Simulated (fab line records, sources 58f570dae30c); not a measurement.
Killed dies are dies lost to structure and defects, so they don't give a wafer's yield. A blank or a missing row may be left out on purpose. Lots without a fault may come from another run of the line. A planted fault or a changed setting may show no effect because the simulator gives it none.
Which tool did it? | flow berkeley_cmos170 | 13 lots, 39 wafers sampled, at 4 steps of a route of 331

WHAT THE GAUGES READ, wafer by wafer
UCB170_V2_THK_MEAS_04.
lot  | measured     | on            | V2_POLISHED_THK (nm)
L838 | day 9 11:38  | film_metro-03 | 999.8 999.2 997.8
L839 | day 9 22:59  | film_metro-03 | 999.8 998.9 999.7
L840 | day 10 01:26 | film_metro-02 | 999.3 1000.1 999.7
L842 | day 10 13:56 | film_metro-04 | 998.8 998.4 1000.4
L843 | day 10 14:42 | film_metro-03 | 999.0 998.0 999.0
L845 | day 11 05:16 | film_metro-02 | 999.0 1001.6 1000.0
L847 | day 11 05:04 | film_metro-02 | 1000.8 1000.5 1000.4
L849 | day 11 20:48 | film_metro-04 | 1000.8 999.7 1001.1
L850 | day 12 03:06 | film_metro-04 | 998.4 998.2 999.6
L856 | day 12 20:05 | film_metro-02 | 1000.4 1000.3 998.4
L857 | day 12 21:20 | film_metro-02 | 999.6 999.2 1000.5
L858 | day 13 08:52 | film_metro-03 | 999.6 1001.8 1001.7
L860 | day 13 20:43 | film_metro-02 | 999.7 1000.7 999.6

UCB170_M3_OVL_MEAS_16.
lot  | measured     | on         | M3_OVL (nm)
L838 | day 9 16:35  | overlay-01 | -12 -5 -6
L839 | day 10 08:05 | overlay-01 | -2 -2 6
L840 | day 10 08:49 | overlay-02 | -6 6 4
L842 | day 10 18:34 | overlay-01 | 2 -4 -6
L843 | day 10 20:02 | overlay-01 | 0 -12 -1
L845 | day 11 13:28 | overlay-02 | 11 15 0
L847 | day 11 12:37 | overlay-01 | 12 6 6
L849 | day 12 01:31 | overlay-01 | 3 -11 6
L850 | day 12 07:46 | overlay-01 | -9 -1 -10
L856 | day 13 02:44 | overlay-01 | 0 -9 -10
L857 | day 13 03:44 | overlay-01 | -15 -5 2
L858 | day 13 16:16 | overlay-01 | -1 -3 -12
L860 | day 14 03:20 | overlay-01 | -3 -2 1

WHICH TOOL RAN EACH LOT (tool, then ch and the chambers of the sampled wafers, then the start)
lot  | UCB170_SPACER_ETCHBACK_03          | UCB170_M3_SPUTTER_01
L838 | rie_diel-02 ch 1,2,3, day 8 09:04  | pvd_sputter-03, day 9 13:58
L839 | rie_diel-03 ch 0,2,3, day 8 22:52  | pvd_sputter-02, day 10 02:05
L840 | rie_diel-02 ch 1,2,3, day 8 22:52  | pvd_sputter-03, day 10 04:09
L842 | rie_diel-02 ch 0,3, day 9 11:14    | pvd_sputter-04, day 10 15:44
L843 | rie_diel-01 ch 0,1,3, day 9 11:14  | pvd_sputter-04, day 10 16:49
L845 | rie_diel-02 ch 1,2, day 10 01:13   | pvd_sputter-03, day 11 08:10
L847 | rie_diel-01 ch 0,1,3, day 10 01:13 | pvd_sputter-02, day 11 07:26
L849 | rie_diel-03 ch 0,1,2, day 10 18:02 | pvd_sputter-02, day 11 23:22
L850 | rie_diel-02 ch 0,3, day 10 18:02   | pvd_sputter-02, day 12 04:54
L856 | rie_diel-01 ch 1,3, day 11 18:08   | pvd_sputter-03, day 12 22:46
L857 | rie_diel-03 ch 0,1,2, day 11 18:08 | pvd_sputter-02, day 13 00:09
L858 | rie_diel-01 ch 0,1,2, day 12 08:21 | pvd_sputter-04, day 13 10:38
L860 | rie_diel-03 ch 0,3, day 12 17:54   | pvd_sputter-04, day 13 23:43
- UCB170_SPACER_ETCHBACK_03: etches SiO2 in CHF3/CF4/Ar, stops on Si, target depth 376 nm, time 100 s.
- UCB170_M3_SPUTTER_01: material Al, target thk 900 nm, time 120 s.

WHAT THE TOOLS THEMSELVES READ (means of the sampled wafers that have a number; where no wafer has one, the mark that the record gives instead)
UCB170_SPACER_ETCHBACK_03.
lot  | tool        | CHF3_flow_sccm (sccm) | drypump_motor_current_A (A) | oes_product_au (a.u.) | throttle_valve_pct (%)
L838 | rie_diel-02 | 49.91                 | 6.2                         | 0.915                 | 6.46
L839 | rie_diel-03 | 50.13                 | 5.8                         | 0.894                 | 6.39
L840 | rie_diel-02 | 50.02                 | 6.1                         | 0.924                 | 6.47
L842 | rie_diel-02 | 50.04                 | 5.4                         | 0.910                 | 6.49
L843 | rie_diel-01 | 50.00                 | 5.9                         | 0.911                 | 6.49
L845 | rie_diel-02 | 49.99                 | 6.4                         | 0.920                 | 6.45
L847 | rie_diel-01 | 50.08                 | 5.9                         | 0.894                 | 6.48
L849 | rie_diel-03 | 49.84                 | 5.9                         | 0.914                 | 6.41
L850 | rie_diel-02 | 49.98                 | 5.2                         | 0.897                 | 6.49
L856 | rie_diel-01 | 49.93                 | 5.9                         | 0.883                 | 6.38
L857 | rie_diel-03 | 50.01                 | 5.9                         | 0.913                 | 6.43
L858 | rie_diel-01 | 50.06                 | 6.1                         | 0.911                 | 6.54
L860 | rie_diel-03 | 49.99                 | 5.6                         | 0.924                 | 6.36

UCB170_M3_SPUTTER_01.
lot  | tool           | cathode_dc_power_W (W) | throttle_valve_pct (%)
L838 | pvd_sputter-03 | 6000.4                 | 30.1
L839 | pvd_sputter-02 | 6000.2                 | 29.5
L840 | pvd_sputter-03 | 6000.0                 | 30.3
L842 | pvd_sputter-04 | 5999.0                 | 29.9
L843 | pvd_sputter-04 | 6000.8                 | 29.4
L845 | pvd_sputter-03 | 6000.7                 | 29.7
L847 | pvd_sputter-02 | 6000.8                 | 30.5
L849 | pvd_sputter-02 | 5999.8                 | 29.5
L850 | pvd_sputter-02 | 5998.9                 | 29.3
L856 | pvd_sputter-03 | 6000.3                 | 30.2
L857 | pvd_sputter-02 | 6000.8                 | 30.0
L858 | pvd_sputter-04 | 5999.8                 | 29.9
L860 | pvd_sputter-04 | 6000.7                 | 30.2

THE ANSWER, worked out from the rows above alone
Rule: what is usual is taken from the lots themselves. Put in order of their means at a reading, lots are off if they are a third of the lots or fewer, leave a main group of 4 or more, and stand apart from it by a gap of 3 or more times the standard deviation of the main group's means; of several such gaps the widest counts. A main group whose means are all the same, to the digits that the tables above print for the reading, isn't used. A lot without any number at a reading at which 4 lots or more have one is off too. The other lots that the step has rows for count as sound. The gauges are gone through in route order, then the tools' own readings, and for those a lot's mean is taken as printed above. The first step at which some lot is off is used, and at that step the reading that is off furthest; a lot without a number counts as furthest.
No lot is off at any reading shown: from this, nothing can be told.

WHAT THE SIMULATOR HAD PUT IN
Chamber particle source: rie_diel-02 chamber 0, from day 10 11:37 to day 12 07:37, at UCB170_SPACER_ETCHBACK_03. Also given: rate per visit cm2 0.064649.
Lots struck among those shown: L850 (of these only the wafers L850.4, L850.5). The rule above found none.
